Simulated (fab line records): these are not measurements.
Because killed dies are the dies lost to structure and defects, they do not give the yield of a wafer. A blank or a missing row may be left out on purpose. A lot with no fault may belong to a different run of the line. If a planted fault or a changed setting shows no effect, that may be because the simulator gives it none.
The tool behind it: which one? :: flow rit cmos :: 14 lots with 42 wafers sampled at 4 steps, on a route of 202 steps

== WHAT EACH GAUGE READ, for each wafer ==
RIT_ACTIVE_THK_MEAS_02.
lot: L706
measured: day 1 12:03
on: film metro-01
ACTIVE_OXIDE_THK (nm): 46.2 45.7 46.3

lot: L708
measured: day 1 22:05
on: film metro-04
ACTIVE_OXIDE_THK (nm): 46.0 46.3 46.6

lot: L709
measured: day 2 03:03
on: film metro-02
ACTIVE_OXIDE_THK (nm): 43.7 44.4 44.8

lot: L710
measured: day 2 09:08
on: film metro-02
ACTIVE_OXIDE_THK (nm): 46.4 47.6 47.1

lot: L712
measured: day 2 18:20
on: film metro-04
ACTIVE_OXIDE_THK (nm): 44.6 44.0 44.2

lot: L713
measured: day 3 00:10
on: film metro-02
ACTIVE_OXIDE_THK (nm): 47.1 47.7 46.9

lot: L714
measured: day 3 04:04
on: film metro-02
ACTIVE_OXIDE_THK (nm): 48.0 49.5 48.4

lot: L716
measured: day 3 15:25
on: film metro-02
ACTIVE_OXIDE_THK (nm): 47.0 46.9 46.6

lot: L722
measured: day 4 21:44
on: film metro-04
ACTIVE_OXIDE_THK (nm): 53.6 53.6 53.5

lot: L723
measured: day 5 01:15
on: film metro-01
ACTIVE_OXIDE_THK (nm): 47.7 48.8 47.7

lot: L724
measured: day 5 07:18
on: film metro-04
ACTIVE_OXIDE_THK (nm): 53.3 52.9 53.2

lot: L727
measured: day 5 21:10
on: film metro-01
ACTIVE_OXIDE_THK (nm): 46.4 47.2 47.4

lot: L728
measured: day 6 03:10
on: film metro-01
ACTIVE_OXIDE_THK (nm): 47.1 47.1 47.2

lot: L729
measured: day 6 07:38
on: film metro-01
ACTIVE_OXIDE_THK (nm): 46.0 46.6 46.0

RIT_FOX1_THK_MEAS_01.
lot: L706
measured: day 1 17:35
on: film metro-02
FOX1_OXIDE_THK (nm): 349 342 349

lot: L708
measured: day 2 05:53
on: film metro-01
FOX1_OXIDE_THK (nm): 344 348 347

lot: L709
measured: day 2 10:26
on: film metro-02
FOX1_OXIDE_THK (nm): 338 343 341

lot: L710
measured: day 2 14:18
on: film metro-01
FOX1_OXIDE_THK (nm): 349 352 350

lot: L712
measured: day 3 00:44
on: film metro-03
FOX1_OXIDE_THK (nm): 344 344 342

lot: L713
measured: day 3 05:22
on: film metro-02
FOX1_OXIDE_THK (nm): 351 351 353

lot: L714
measured: day 3 12:24
on: film metro-03
FOX1_OXIDE_THK (nm): 359 352 360

lot: L716
measured: day 3 20:23
on: film metro-03
FOX1_OXIDE_THK (nm): 351 345 349

lot: L722
measured: day 5 03:52
on: film metro-03
FOX1_OXIDE_THK (nm): 352 349 352

lot: L723
measured: day 5 07:52
on: film metro-02
FOX1_OXIDE_THK (nm): 342 342 345

lot: L724
measured: day 5 12:40
on: film metro-03
FOX1_OXIDE_THK (nm): 352 350 345

lot: L727
measured: day 6 03:00
on: film metro-03
FOX1_OXIDE_THK (nm): 351 348 354

lot: L728
measured: day 6 08:11
on: film metro-02
FOX1_OXIDE_THK (nm): 345 350 351

lot: L729
measured: day 6 15:11
on: film metro-03
FOX1_OXIDE_THK (nm): 350 350 349

RIT_NWELL_OVL_MEAS_06.
lot: L706
measured: day 1 21:47
on: overlay-02
NWELL_OVL (nm): 1.5 -1.3 -0.8

lot: L708
measured: day 2 11:31
on: overlay-02
NWELL_OVL (nm): 1.1 -0.2 0.2

lot: L709
measured: day 2 14:10
on: overlay-02
NWELL_OVL (nm): 0.7 1.1 1.0

lot: L710
measured: day 2 17:38
on: overlay-01
NWELL_OVL (nm): 3.5 1.0 1.9

lot: L712
measured: day 3 04:25
on: overlay-02
NWELL_OVL (nm): 1.4 1.3 0.8

lot: L713
measured: day 3 10:50
on: overlay-01
NWELL_OVL (nm): 0.7 1.1 1.4

lot: L714
measured: day 3 17:20
on: overlay-02
NWELL_OVL (nm): 0.8 1.2 1.9

lot: L716
measured: day 3 23:53
on: overlay-01
NWELL_OVL (nm): 2.4 3.5 2.9

lot: L722
measured: day 5 07:26
on: overlay-01
NWELL_OVL (nm): 0.4 0.1 -0.7

lot: L723
measured: day 5 11:22
on: overlay-02
NWELL_OVL (nm): 0.4 -0.5 1.4

lot: L724
measured: day 5 15:58
on: overlay-02
NWELL_OVL (nm): 2.2 2.5 3.8

lot: L727
measured: day 6 06:37
on: overlay-01
NWELL_OVL (nm): -2.7 -2.1 -0.9

lot: L728
measured: day 6 11:40
on: overlay-01
NWELL_OVL (nm): 1.7 0.3 0.0

lot: L729
measured: day 6 19:20
on: overlay-01
NWELL_OVL (nm): -0.6 0.2 0.5

== EACH LOT AND THE TOOL THAT RAN IT (in order: tool; ch and the chambers of the sampled wafers; start) ==
lot: L706
RIT_ACTIVE_OXIDATION_01: furnace-01 ch 0, day 1 10:07

lot: L708
RIT_ACTIVE_OXIDATION_01: furnace-01 ch 0, day 1 20:08

lot: L709
RIT_ACTIVE_OXIDATION_01: furnace-04 ch 0, day 2 01:07

lot: L710
RIT_ACTIVE_OXIDATION_01: furnace-01 ch 0, day 2 07:11

lot: L712
RIT_ACTIVE_OXIDATION_01: furnace-04 ch 0, day 2 16:24

lot: L713
RIT_ACTIVE_OXIDATION_01: furnace-03 ch 0, day 2 22:14

lot: L714
RIT_ACTIVE_OXIDATION_01: furnace-03 ch 0, day 3 02:07

lot: L716
RIT_ACTIVE_OXIDATION_01: furnace-01 ch 0, day 3 13:28

lot: L722
RIT_ACTIVE_OXIDATION_01: furnace-01 ch 0, day 4 19:49

lot: L723
RIT_ACTIVE_OXIDATION_01: furnace-04 ch 0, day 4 23:17

lot: L724
RIT_ACTIVE_OXIDATION_01: furnace-01 ch 0, day 5 05:21

lot: L727
RIT_ACTIVE_OXIDATION_01: furnace-03 ch 0, day 5 19:13

lot: L728
RIT_ACTIVE_OXIDATION_01: furnace-04 ch 0, day 6 01:14

lot: L729
RIT_ACTIVE_OXIDATION_01: furnace-04 ch 0, day 6 05:43
- RIT_ACTIVE_OXIDATION_01: target thk 46.8 nm, ox time 3360 s.

== WHAT THE TOOLS THEMSELVES READ (means of the sampled wafers that have a number; where no wafer has one, the mark that the record gives instead) ==
RIT_ACTIVE_OXIDATION_01.
lot: L706
tool: furnace-01
spike tc centre C (C): 1001.4
spike tc load C (C): 1020
spike tc source C (C): 1021.2

lot: L708
tool: furnace-01
spike tc centre C (C): 1001.6
spike tc load C (C): 1020
spike tc source C (C): 1018.7

lot: L709
tool: furnace-04
spike tc centre C (C): 1002.8
spike tc load C (C): 1028
spike tc source C (C): 1022.4

lot: L710
tool: furnace-01
spike tc centre C (C): 1002.7
spike tc load C (C): 1021
spike tc source C (C): 1020.3

lot: L712
tool: furnace-04
spike tc centre C (C): 1001.7
spike tc load C (C): 1027
spike tc source C (C): 1021.9

lot: L713
tool: furnace-03
spike tc centre C (C): 1001.8
spike tc load C (C): 1026
spike tc source C (C): 1028.0

lot: L714
tool: furnace-03
spike tc centre C (C): 1001.2
spike tc load C (C): 1028
spike tc source C (C): 1026.7

lot: L716
tool: furnace-01
spike tc centre C (C): 1002.4
spike tc load C (C): 1020
spike tc source C (C): 1020.4

lot: L722
tool: furnace-01
spike tc centre C (C): 1015.2
spike tc load C (C): 1034
spike tc source C (C): 1033.3

lot: L723
tool: furnace-04
spike tc centre C (C): 1003.1
spike tc load C (C): 1027
spike tc source C (C): 1021.5

lot: L724
tool: furnace-01
spike tc centre C (C): 1014.4
spike tc load C (C): 1033
spike tc source C (C): 1033.3

lot: L727
tool: furnace-03
spike tc centre C (C): 1002.2
spike tc load C (C): 1027
spike tc source C (C): 1026.7

lot: L728
tool: furnace-04
spike tc centre C (C): 1002.7
spike tc load C (C): 1026
spike tc source C (C): 1021.7

lot: L729
tool: furnace-04
spike tc centre C (C): 1002.8
spike tc load C (C): 1028
spike tc source C (C): 1022.7

== THE ANSWER, worked out from the rows above alone ==
Rule: the usual values come from the lots themselves. Put in order of their means at a reading, lots are off if they are a third of the lots or fewer, leave a main group of 4 or more, and stand apart from it by a gap of 3 or more times the standard deviation of the main group's means; of several such gaps the widest counts. If all means in a main group match to the digits the tables above print for the reading, that group is not used. Also off: a lot with no number at a reading for which 4 or more lots have one. Where the step has rows for the other lots, those lots are counted as sound. Order of review: gauges by route order, followed by the tools' own readings, for which a lot's mean as printed above is used. The first step at which some lot is off is used, and at that step the reading that is off furthest; a lot without a number counts as furthest.
Off: L722, L724, seen at RIT_ACTIVE_THK_MEAS_02 (ACTIVE_OXIDE_THK). The main group: mean 46.6 nm, standard deviation 1.2.
If a tool, at a process step before that reading, ran all the lots that are off and no sound lot after the first of them, it fits. The gauges at RIT_ACTIVE_THK_MEAS_02 aren't tried: what is off there is off at RIT_ACTIVE_OXIDATION_01 too, on other tools, and a gauge's error can't cause that. One candidate fits, namely furnace-01 at RIT_ACTIVE_OXIDATION_01. A fault onset in the window from L716 (day 3 13:28, its last sound lot) to L722 (day 4 19:49, its first lot off) fits.
The tool's own readings at RIT_ACTIVE_OXIDATION_01 bear it out: on the lots that are off they differ by more than 5 times the standard deviation of the sound lots' means. spike tc centre C reads 1014.8 C there against 1002.2 C on the sound lots.

== WHAT THE SIMULATOR HAD INSERTED ==
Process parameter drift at RIT_ACTIVE_OXIDATION_01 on furnace-01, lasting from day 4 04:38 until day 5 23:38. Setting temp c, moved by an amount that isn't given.
Struck lots among those shown: L722, L724. Same finding as the rule above.
